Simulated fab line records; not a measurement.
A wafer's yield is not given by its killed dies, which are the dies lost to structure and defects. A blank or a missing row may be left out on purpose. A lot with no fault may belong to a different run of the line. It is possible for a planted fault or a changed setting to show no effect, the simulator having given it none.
Which tool is to blame? + flow berkeley-cmos170 + 14 lots with 42 wafers sampled at 5 steps, on a route of 331 steps

== WHAT THE GAUGES READ, wafer by wafer ==
UCB170_SCREENOX_THK_MEAS_02.
| lot  | measured     | on            | SCREENOX_OXIDE_THK (nm) |
|------|--------------|---------------|-------------------------|
| L456 | day 6 08:42  | film-metro-03 | 14.54 14.41 14.39       |
| L457 | day 6 08:42  | film-metro-01 | 14.42 14.34 14.48       |
| L458 | day 6 20:29  | film-metro-03 | 14.86 14.53 14.75       |
| L459 | day 6 20:29  | film-metro-02 | 14.67 14.69 14.76       |
| L460 | day 6 20:29  | film-metro-01 | 14.65 14.44 14.50       |
| L462 | day 7 12:11  | film-metro-03 | 14.18 14.48 14.22       |
| L464 | day 7 21:43  | film-metro-03 | 14.12 14.37 14.34       |
| L465 | day 7 21:47  | film-metro-01 | 14.10 14.07 14.23       |
| L470 | day 9 03:55  | film-metro-03 | 14.64 14.81 14.84       |
| L471 | day 9 03:56  | film-metro-01 | 14.09 14.27 14.01       |
| L472 | day 9 03:59  | film-metro-02 | 14.54 14.48 14.23       |
| L474 | day 9 18:30  | film-metro-02 | 14.44 14.24 14.38       |
| L479 | day 10 15:16 | film-metro-01 | 14.15 14.31 14.35       |
| L478 | day 10 23:32 | film-metro-02 | 14.20 14.61 14.42       |

UCB170_GATE_CD_MEAS_90 targets a cd of 350 nm.
| lot  | measured     | on        | cd-nm (nm)        |
|------|--------------|-----------|-------------------|
| L456 | day 7 09:57  | cd-sem-01 | 350.5 351.7 351.3 |
| L457 | day 7 09:41  | cd-sem-01 | 348.5 350.2 349.1 |
| L458 | day 7 17:07  | cd-sem-02 | 349.7 347.9 348.7 |
| L459 | day 7 16:48  | cd-sem-01 | 349.8 350.0 350.2 |
| L460 | day 7 17:50  | cd-sem-01 | 348.6 350.3 348.7 |
| L462 | day 8 12:52  | cd-sem-02 | 348.8 347.4 347.6 |
| L464 | day 8 21:09  | cd-sem-01 | 348.8 348.7 347.7 |
| L465 | day 8 21:49  | cd-sem-01 | 350.8 352.2 350.6 |
| L470 | day 10 07:08 | cd-sem-02 | 347.8 349.6 349.7 |
| L471 | day 10 06:31 | cd-sem-02 | 350.1 349.3 350.7 |
| L472 | day 10 06:44 | cd-sem-01 | 349.9 349.2 349.2 |
| L474 | day 10 21:05 | cd-sem-01 | 351.0 351.9 350.6 |
| L479 | day 11 16:08 | cd-sem-02 | 348.6 346.8 348.0 |
| L478 | day 12 03:23 | cd-sem-01 | 349.2 348.8 349.5 |

UCB170_PLDD_OVL_MEAS_07.
| lot  | measured     | on         | PLDD_OVL (nm) |
|------|--------------|------------|---------------|
| L456 | day 7 14:33  | overlay-01 | -3 -3 8       |
| L457 | day 7 13:56  | overlay-01 | 5 4 0         |
| L458 | day 7 19:11  | overlay-02 | -9 -10 -7     |
| L459 | day 7 18:54  | overlay-02 | -3 5 1        |
| L460 | day 7 19:18  | overlay-01 | 3 11 10       |
| L462 | day 8 15:04  | overlay-01 | -3 3 0        |
| L464 | day 8 22:54  | overlay-02 | 15 2 9        |
| L465 | day 8 23:47  | overlay-01 | -5 -1 -6      |
| L470 | day 10 09:04 | overlay-01 | -7 -3 -3      |
| L471 | day 10 08:44 | overlay-01 | 1 9 5         |
| L472 | day 10 08:39 | overlay-02 | -5 0 -4       |
| L474 | day 11 01:19 | overlay-01 | 1 0 3         |
| L479 | day 11 17:58 | overlay-02 | -7 1 0        |
| L478 | day 12 06:00 | overlay-01 | -2 -2 1       |

UCB170_SDANNEAL_RS_MEAS_04: measurement is done with a four-point probe.
| lot  | measured     | on            | PLDD_RS (ohm/sq)     |
|------|--------------|---------------|----------------------|
| L456 | day 8 02:33  | film-metro-03 | 1030.2 1030.6 1031.3 |
| L457 | day 8 02:46  | film-metro-01 | 1031.5 1032.4 1032.1 |
| L458 | day 8 09:31  | film-metro-02 | 1027.8 1025.3 1026.7 |
| L459 | day 8 09:01  | film-metro-03 | 1032.2 1036.0 1035.2 |
| L460 | day 8 09:27  | film-metro-01 | 1037.6 1034.7 1034.6 |
| L462 | day 9 05:11  | film-metro-03 | 1032.8 1034.0 1033.7 |
| L464 | day 9 14:48  | film-metro-02 | 1069.7 1071.0 1071.3 |
| L465 | day 9 15:22  | film-metro-01 | 1077.1 1074.7 1073.7 |
| L470 | day 11 02:43 | film-metro-01 | 1030.1 1030.9 1030.3 |
| L471 | day 11 02:18 | film-metro-02 | 1032.8 1031.7 1032.1 |
| L472 | day 11 02:24 | film-metro-03 | 1028.4 1029.0 1032.0 |
| L474 | day 11 15:47 | film-metro-01 | 1031.0 1033.9 1032.2 |
| L479 | day 12 08:19 | film-metro-03 | 1033.2 1029.4 1032.4 |
| L478 | day 12 22:32 | film-metro-02 | 1030.0 1029.0 1033.8 |

== WHICH TOOL RAN EACH LOT (tool, then ch and the chambers of the sampled wafers, then the start) ==
| lot  | UCB170_PLDD_IMPLANT_08          |
|------|---------------------------------|
| L456 | implanter-02 ch 0, day 7 14:35  |
| L457 | implanter-01 ch 0, day 7 13:58  |
| L458 | implanter-04 ch 0, day 7 19:13  |
| L459 | implanter-02 ch 0, day 7 18:56  |
| L460 | implanter-01 ch 0, day 7 19:20  |
| L462 | implanter-04 ch 0, day 8 15:07  |
| L464 | implanter-02 ch 0, day 8 22:56  |
| L465 | implanter-02 ch 0, day 8 23:51  |
| L470 | implanter-04 ch 0, day 10 09:07 |
| L471 | implanter-01 ch 0, day 10 08:49 |
| L472 | implanter-04 ch 0, day 10 08:43 |
| L474 | implanter-01 ch 0, day 11 01:23 |
| L479 | implanter-01 ch 0, day 11 18:00 |
| L478 | implanter-04 ch 0, day 12 06:02 |
- UCB170_PLDD_IMPLANT_08

== AS READ BY THE TOOLS THEMSELVES (means over the sampled wafers that have a number; for cases with no such wafer, the mark the record gives instead) ==
UCB170_PLDD_IMPLANT_08.
| lot  | tool         | dose-ions-cm2 | faraday-current-uA |
|------|--------------|---------------|--------------------|
| L456 | implanter-02 | 4.998e+13     | 159.8              |
| L457 | implanter-01 | 5.004e+13     | 156.4              |
| L458 | implanter-04 | 5.000e+13     | 159.5              |
| L459 | implanter-02 | 5.001e+13     | 157.8              |
| L460 | implanter-01 | 5.007e+13     | 159.0              |
| L462 | implanter-04 | 4.997e+13     | 158.1              |
| L464 | implanter-02 | 4.507e+13     | 141.7              |
| L465 | implanter-02 | 4.494e+13     | 144.3              |
| L470 | implanter-04 | 5.004e+13     | 158.5              |
| L471 | implanter-01 | 5.006e+13     | 163.7              |
| L472 | implanter-04 | 5.003e+13     | 160.7              |
| L474 | implanter-01 | 4.995e+13     | 157.6              |
| L479 | implanter-01 | 5.005e+13     | 158.6              |
| L478 | implanter-04 | 5.007e+13     | 158.7              |

== THE ANSWER, worked out from the rows above alone ==
Rule: the lots themselves supply what counts as usual. The widest of any qualifying gaps counts: lots, ordered by their means at a reading, are off when they make up no more than a third of the lots, leave a main group of 4 or more, and stand apart from it by 3 or more times the standard deviation of that group's means. A main group is skipped when, at the precision printed for the reading in the tables above, its means are all equal. A lot without any number at a reading at which 4 lots or more have one is off too. Any other lot the step has rows for is counted as sound. Order of review: gauges by route order, followed by the tools' own readings, for which a lot's mean as printed above is used. At the first step where some lot is off, the reading lying furthest off is the one used; lots without a number count as furthest.
Off: at UCB170_SDANNEAL_RS_MEAS_04 (PLDD_RS), L464, L465. For the main group the mean is 1031.7 ohm/sq and the standard deviation 2.2.
A tool fits if, at a process step before that reading, it ran every lot that is off, and no sound lot after the first of them. Not tried: the gauges at UCB170_SDANNEAL_RS_MEAS_04; whatever is off there is also off at UCB170_PLDD_IMPLANT_08, on other tools, and gauge error can't account for it. One candidate fits, namely implanter-02 at UCB170_PLDD_IMPLANT_08. A fault onset in the window from L459 (day 7 18:56, its last sound lot) to L464 (day 8 22:56, its first lot off) fits.
The tool's own readings at UCB170_PLDD_IMPLANT_08 bear it out: on the lots that are off they differ by more than 5 times the standard deviation of the sound lots' means. dose-ions-cm2 reads 4.500e+13 there against 5.002e+13 on the sound lots; faraday-current-uA reads 143.0 there against 159.0 on the sound lots.

== WHAT THE SIMULATOR PUT IN ==
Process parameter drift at UCB170_PLDD_IMPLANT_08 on implanter-02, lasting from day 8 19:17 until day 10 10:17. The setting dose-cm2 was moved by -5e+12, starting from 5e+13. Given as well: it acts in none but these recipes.
Lots struck among those shown: L464, L465. Same finding as the rule above.
